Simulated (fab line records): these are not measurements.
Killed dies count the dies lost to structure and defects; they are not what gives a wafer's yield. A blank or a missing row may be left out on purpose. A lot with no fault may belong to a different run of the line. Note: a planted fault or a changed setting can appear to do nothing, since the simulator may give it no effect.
Split-lot study    flow ritCmos    15 wafers read across 5 lots, on a route 202 steps long

== ABOUT THE SPLIT ==
At RIT_M1_METAL_ETCH_12 (etches Al in Cl2/BCl3, stops on SiO2, time 165 s, target depth 600 nm), the setting overEtchFrac was moved away from the recipe's 0.5 on 3 of the 15 wafers read, by -25.0% to +12.4%. The other wafers ran this setting at the recipe's value.

The reading comes from the split's own step.

== THE READING ==
NOVOLAK_of_M1_COAT_04.thkNm (the simulator's own value, which no gauge read), in nm, at RIT_M1_METAL_ETCH_12 (etches Al in Cl2/BCl3, stops on SiO2, time 165 s, target depth 600 nm). No usual value for it is given in the file. The 12 wafers here that ran the recipe average 807.6 nm, standard deviation 4.5 nm.

wafer   tool, chamber at the split  overEtchFrac as run  against the recipe  NOVOLAK_of_M1_COAT_04.thkNm, nm  against lot-mates on the recipe
L074.3  rieMetal-03, 0              0.5                  recipe              807.8                            -
L074.4  rieMetal-03, 1              0.5619               +12.4%              795.4                            -12.4
L076.1  rieMetal-02, 0              0.5                  recipe              799.9                            -
L076.4  rieMetal-02, 1              0.3752               -25.0%              830.2                            +30.3
L076.5  rieMetal-02, 1              0.3752               -25.0%              832.6                            +32.7
L078.1  rieMetal-01, 0              0.5                  recipe              810.9                            -
L078.2  rieMetal-01, 1              0.5                  recipe              813.7                            -
L078.3  rieMetal-01, 0              0.5                  recipe              811.8                            -
L078.4  rieMetal-01, 1              0.5                  recipe              808.3                            -
L078.5  rieMetal-01, 1              0.5                  recipe              814.7                            -
L084.2  rieMetal-01, 1              0.5                  recipe              808.6                            -
L084.3  rieMetal-01, 1              0.5                  recipe              804.7                            -
L085.1  rieMetal-02, 0              0.5                  recipe              801.3                            -
L085.2  rieMetal-02, 1              0.5                  recipe              805.2                            -
L085.3  rieMetal-02, 0              0.5                  recipe              803.7                            -

THE FIT
A straight line over all 15 wafers: NOVOLAK_of_M1_COAT_04.thkNm changes by -0.959 nm for each +1% of overEtchFrac; r = -0.91; the points scatter about the line by 4.4 nm.
The same after taking each lot's own level away (the mean of its wafers on the recipe; 15 wafers): -1.23 nm for each +1%; r = -0.99; scatter 2 nm.
According to that fit, moving overEtchFrac by its largest amount changes the reading by 31 nm.
The span of the lots' own levels, 799.90 to 811.88 nm, comes to 2.6 times the standard deviation stated above.
So the slope is not independent of the lot-to-lot level: the two fits are not the same.
Check: for one of the wafers moved furthest among these (-25.0%), held out of the fit, the line's prediction against its lot-mates is +31.4 nm. It came out at +30.3 nm against them.

== THE OTHER SPLITS THESE WAFERS WENT THROUGH ==
These wafers also went through other splits before the reading. Each is held against what the fit with the lots' levels taken away leaves over:
other split on the same wafers  wafers away from the commonest value  r with NOVOLAK_of_M1_COAT_04.thkNm (lot level and that fit taken away)
RIT_NSD_SOFTBAKE_02 tempC       6                                     -0.16
RIT_NSD_IMPLANT_08 energyKev    3                                     -0.26
RIT_SILICIDE_SPUTTER_01 timeS   5                                     +0.09
RIT_M1_SPUTTER_00 powerW        0                                     -

== FILE'S OWN FIT ==
NOVOLAK_of_M1_COAT_04.thkNm changes by -1.22 nm for each +1% of overEtchFrac, r = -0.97.
